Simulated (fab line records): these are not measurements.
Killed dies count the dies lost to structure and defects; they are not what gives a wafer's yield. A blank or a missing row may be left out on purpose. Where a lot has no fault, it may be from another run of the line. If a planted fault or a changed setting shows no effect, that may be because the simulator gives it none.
Struck lot and sound lot, side by side ; flow rit-cmos ; 16 steps out of a route of 202
Sound: the wafers L472.4, L472.5, L472.6. The struck wafers were L474.3, L474.5, L474.6. At the end, the cause is stated.
Per side, at each step with rows, come the tool, then ch with its chambers, and then its first start. Under that, the readings that differ: sound wafers ; struck wafers ; difference of the means ; sigmas: that difference in standard deviations of wafers without a fault.
alike: words and numbers the same on both sides, and readings whose means are apart by under 2 such deviations; not compared: readings that were withheld, readings missing a value for some wafer, numbers with overlapping values and no deviation given by the record, and bounds like >300 which may hide the same value.
Wherever a step has rows on one side only, a row that says differs or no value, or a row with sigmas, the two part there. Numbers that don't overlap but have no deviation are shown without sigmas and don't part them. Lack of a reading on every wafer of one side parts them only where that side has two or more wafers.

RIT_CONTACT_STRIP_12: strips in O2, time 180 s.
  sound on plasma-asher-04 ch 0,1, day 4 14:41; struck on plasma-asher-03 ch 0,1, day 5 02:17
  alike: drypump-motor-current-A
  not compared: rf-hours-counter-h
RIT_CONTACT_CD_MEAS_90: the cd target is 1000 nm.
  sound on cd-sem-02 at day 4 14:51; struck on cd-sem-01 at day 5 02:27
  alike: cd-nm
then, 2 steps without rows for these wafers: RIT_CONTACT_CLEAN_13 (cleans in SC1, time 600 s); RIT_CONTACT_CLEAN_14 (cleans in SC2, time 600 s).
RIT_M1_SPUTTER_00: material Al, target thk 400 nm, time 500 s.
  sound on pvd-sputter-04 at day 4 15:26; struck on pvd-sputter-01 at day 5 02:53
  alike: throttle-valve-pct
RIT_M1_RS_MEAS_01: measurement is done with a four-point probe.
  sound on film-metro-03 at day 4 15:47; struck on film-metro-02 at day 5 03:13
reading;sound;struck;difference;sigmas
M1_AL_RS (ohm/sq);0.0726 0.0734 0.0731;0.0742 0.0754 0.0746;+0.0017;+2
RIT_M1_THK_MEAS_02: measures by xrf.
  sound on film-metro-03 at day 4 15:53; struck on film-metro-02 at day 5 03:19
reading;sound;struck;difference;sigmas
M1_AL_THK (nm);404 400 402;395 390 391;-10;-2
then, 5 steps without rows for these wafers: RIT_M1_HMDS_03 (prime time 60 s); RIT_M1_COAT_04 (resist thk 1300 nm); RIT_M1_SOFTBAKE_05 (time 60 s); RIT_M1_EXPOSE_06 (exposes mask M12, target cd 2600 nm); RIT_M1_PEB_07.
RIT_M1_DEVELOP_08: develop time 68 s.
  sound on litho-track-02 ch 0, day 4 16:00; struck on litho-track-02 ch 0, day 5 04:00
reading;sound;struck;difference;sigmas
developer-temp-C (C);22.96 22.95 23.10;20.87 20.75 20.83;-2.19;-22
RIT_M1_CD_MEAS_09: the cd target is 2600 nm.
  sound on cd-sem-01 at day 4 16:51; struck on cd-sem-01 at day 5 04:17
  alike: cd-nm
RIT_M1_OVL_MEAS_10:
  sound on overlay-01 at day 4 16:56; struck on overlay-02 at day 5 04:22
  alike: M1_OVL
RIT_M1_PROBE_99:
  the record has rows for the struck wafers here (prober-01, day 5 07:01) and none for the sound ones

== WHERE THEY PART ==
Earliest at RIT_M1_RS_MEAS_01; latest, in this record, at RIT_M1_PROBE_99.

WHY: what had been put in by the simulator
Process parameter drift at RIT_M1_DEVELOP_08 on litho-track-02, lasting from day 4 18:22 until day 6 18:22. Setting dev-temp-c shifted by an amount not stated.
